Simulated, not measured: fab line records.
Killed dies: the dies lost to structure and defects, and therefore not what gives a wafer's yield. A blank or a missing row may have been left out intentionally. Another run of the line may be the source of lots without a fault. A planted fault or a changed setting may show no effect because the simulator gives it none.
What tool caused it?    flow rit_cmos    Sampling: 13 lots, 39 wafers, 2 of 202 route steps

WHAT EACH GAUGE READ, for each wafer
RIT_GATE_CD_MEAS_16: target cd 150 nm.
lot   measured     on         cd_nm (nm)
L589  day 2 21:56  cd_sem-02  149.2 151.8 150.6
L590  day 2 23:07  cd_sem-01  149.4 150.8 149.9
L591  day 3 03:56  cd_sem-02  153.1 154.0 153.0
L592  day 3 05:35  cd_sem-01  154.7 152.9 153.1
L593  day 3 09:43  cd_sem-01  152.1 149.6 153.1
L594  day 3 15:40  cd_sem-02  156.4 153.6 151.9
L595  day 3 19:38  cd_sem-02  151.3 150.6 152.4
L596  day 3 23:14  cd_sem-01  148.4 148.1 146.7
L598  day 4 08:58  cd_sem-01  153.9 152.0 152.0
L599  day 4 14:26  cd_sem-02  167.3 167.7 166.1
L601  day 5 00:42  cd_sem-02  151.7 153.3 153.4
L604  day 5 14:58  cd_sem-02  166.6 168.1 167.9
L608  day 6 11:18  cd_sem-02  149.6 151.8 149.8

TOOL THAT RAN EACH LOT (tool first, then ch and the chambers of the sampled wafers, then the start)
lot   RIT_GATE_DEVELOP_15
L589  litho_track-03 ch 0, day 2 21:00
L590  litho_track-04 ch 0, day 2 22:00
L591  litho_track-01 ch 0, day 3 03:00
L592  litho_track-01 ch 0, day 3 05:00
L593  litho_track-04 ch 0, day 3 09:00
L594  litho_track-04 ch 0, day 3 15:00
L595  litho_track-03 ch 0, day 3 19:00
L596  litho_track-01 ch 0, day 3 23:00
L598  litho_track-04 ch 0, day 4 08:00
L599  litho_track-04 ch 0, day 4 14:00
L601  litho_track-01 ch 0, day 5 00:00
L604  litho_track-04 ch 0, day 5 14:00
L608  litho_track-01 ch 0, day 6 11:00
- RIT_GATE_DEVELOP_15: develop time 50 s.

AS READ BY THE TOOLS THEMSELVES (means over the sampled wafers that have a number; for cases with no such wafer, the mark the record gives instead)
RIT_GATE_DEVELOP_15.
lot   tool            developer_temp_C (C)
L589  litho_track-03  23.00
L590  litho_track-04  23.06
L591  litho_track-01  22.96
L592  litho_track-01  23.07
L593  litho_track-04  22.95
L594  litho_track-04  23.02
L595  litho_track-03  22.88
L596  litho_track-01  22.96
L598  litho_track-04  23.04
L599  litho_track-04  25.36
L601  litho_track-01  23.02
L604  litho_track-04  25.33
L608  litho_track-01  23.04

THE ANSWER, worked out from the rows above alone
Rule: what is usual is taken from the lots themselves. The widest of any qualifying gaps counts: lots, ordered by their means at a reading, are off when they make up no more than a third of the lots, leave a main group of 4 or more, and stand apart from it by 3 or more times the standard deviation of that group's means. Not used: any main group whose means are identical at the precision the tables above print for the reading. A lot without any number at a reading at which 4 lots or more have one is off too. Where the step has rows for the other lots, those lots are counted as sound. First the gauges in route order, then the tools' own readings, where a lot's mean is used as printed above. At the first step where some lot is off, the reading lying furthest off is the one used; lots without a number count as furthest.
Off: L599, L604, at RIT_GATE_CD_MEAS_16 (cd_nm). The main group: mean 151.6 nm, standard deviation 1.8.
If a tool, at a process step before that reading, ran all the lots that are off and no sound lot after the first of them, it fits. Not tried: the gauges at RIT_GATE_CD_MEAS_16; whatever is off there is also off at RIT_GATE_DEVELOP_15, on other tools, and gauge error can't account for it. One candidate fits, namely litho_track-04 at RIT_GATE_DEVELOP_15. A fault onset in the window from L598 (day 4 08:00, its last sound lot) to L599 (day 4 14:00, its first lot off) fits.
On the lots that are off, the tool's own readings at RIT_GATE_DEVELOP_15 differ by more than 5 times the standard deviation of the sound lots' means, which bears it out; developer_temp_C reads 25.34 C there versus 23.00 C on the sound lots.

WHAT WAS PUT IN BY THE SIMULATOR
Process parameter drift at RIT_GATE_DEVELOP_15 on litho_track-04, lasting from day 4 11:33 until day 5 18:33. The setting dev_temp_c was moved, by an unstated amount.
Lots struck among those shown: L599, L604. The same result came from the rule above.
